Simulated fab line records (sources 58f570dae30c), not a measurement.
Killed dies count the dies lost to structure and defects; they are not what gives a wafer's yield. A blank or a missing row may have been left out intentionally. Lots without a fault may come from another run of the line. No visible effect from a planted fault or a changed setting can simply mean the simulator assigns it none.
Matching of chambers | flow berkeley-cmos170 | UCB170_ZERO_ETCH_06 on rie-diel-01: 4 sister chambers
The step etches SiO2 in CHF3/CF4/Ar, time 12 s. 16 wafers are shown with their chamber, then 8 later ones without.

WAFERS, EACH WITH ITS CHAMBER
wafer  | chamber | drypump-motor-current-A (A) | throttle-valve-pct (%) | oes-product-au (a.u.)
L081.1 | 2       | 6.0                         | 9.32                   | 0.606
L081.2 | 0       | 5.5                         | 9.15                   | 0.617
L081.3 | 3       | 5.1                         | 9.33                   | 0.627
L081.4 | 1       | 5.1                         | 9.34                   | 0.615
L081.5 | 1       | 5.0                         | 9.33                   | 0.619
L081.6 | 2       | 6.0                         | 9.33                   | 0.608
L082.1 | 3       | 5.1                         | 9.32                   | 0.623
L082.2 | 0       | 5.5                         | 9.15                   | 0.616
L082.3 | 1       | 5.0                         | 9.33                   | 0.620
L082.4 | 1       | 5.1                         | 9.32                   | 0.628
L082.5 | 0       | 5.5                         | 9.15                   | 0.612
L082.6 | 3       | 5.1                         | 9.33                   | 0.626
L086.1 | 2       | 6.0                         | 9.31                   | 0.602
L086.2 | 0       | 5.5                         | 9.13                   | 0.618
L086.3 | 1       | 5.1                         | 9.33                   | 0.621
L086.4 | 3       | 5.1                         | 9.35                   | 0.621

SIGNATURES (averages over the wafers above)
reading                 | chamber 0 | chamber 1 | chamber 2 | chamber 3 | scatter within a chamber
drypump-motor-current-A | 5.500     | 5.060     | 6.000     | 5.100     | 0.0316
throttle-valve-pct      | 9.1450    | 9.3300    | 9.3200    | 9.3325    | 0.0099
oes-product-au          | 0.61575   | 0.62060   | 0.60533   | 0.62425   | 0.00355
Rule: distance of a wafer from a chamber = root of the sum over the readings of ((wafer's reading minus chamber's mean) / reading's scatter) squared. If the next closest chamber is less than 2 further off than the closest, the wafer can't be placed; otherwise it belongs to the closest. The scatter: take each reading less its chamber's mean, square it, sum over the shown wafers, divide by the number of wafers less the number of chambers, and take the root.

WAFERS WITH NO CHAMBER GIVEN
wafer  | drypump-motor-current-A (A) | throttle-valve-pct (%) | oes-product-au (a.u.)
L086.5 | 6.0                         | 9.32                   | 0.608
L086.6 | 5.0                         | 9.33                   | 0.619
L089.1 | 5.0                         | 9.33                   | 0.625
L089.2 | 5.5                         | 9.14                   | 0.624
L089.3 | 6.0                         | 9.31                   | 0.602
L089.4 | 5.1                         | 9.34                   | 0.610
L089.5 | 6.0                         | 9.30                   | 0.606
L089.6 | 5.0                         | 9.34                   | 0.614

EACH ONE'S CHAMBER
wafer  | from the rows above     | in truth
L086.5 | 2                       | 2
L086.6 | can't be placed: 1 or 3 | 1
L089.1 | can't be placed: 1 or 3 | 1
L089.2 | 0                       | 0
L089.3 | 2                       | 2
L089.4 | can't be placed: 1 or 3 | 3
L089.5 | 2                       | 2
L089.6 | can't be placed: 1 or 3 | 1
Correct placement for 4 of the 8. From these rows, 4 cannot be placed; in 4 the true chamber is one of the candidates. 0 placed wrongly.
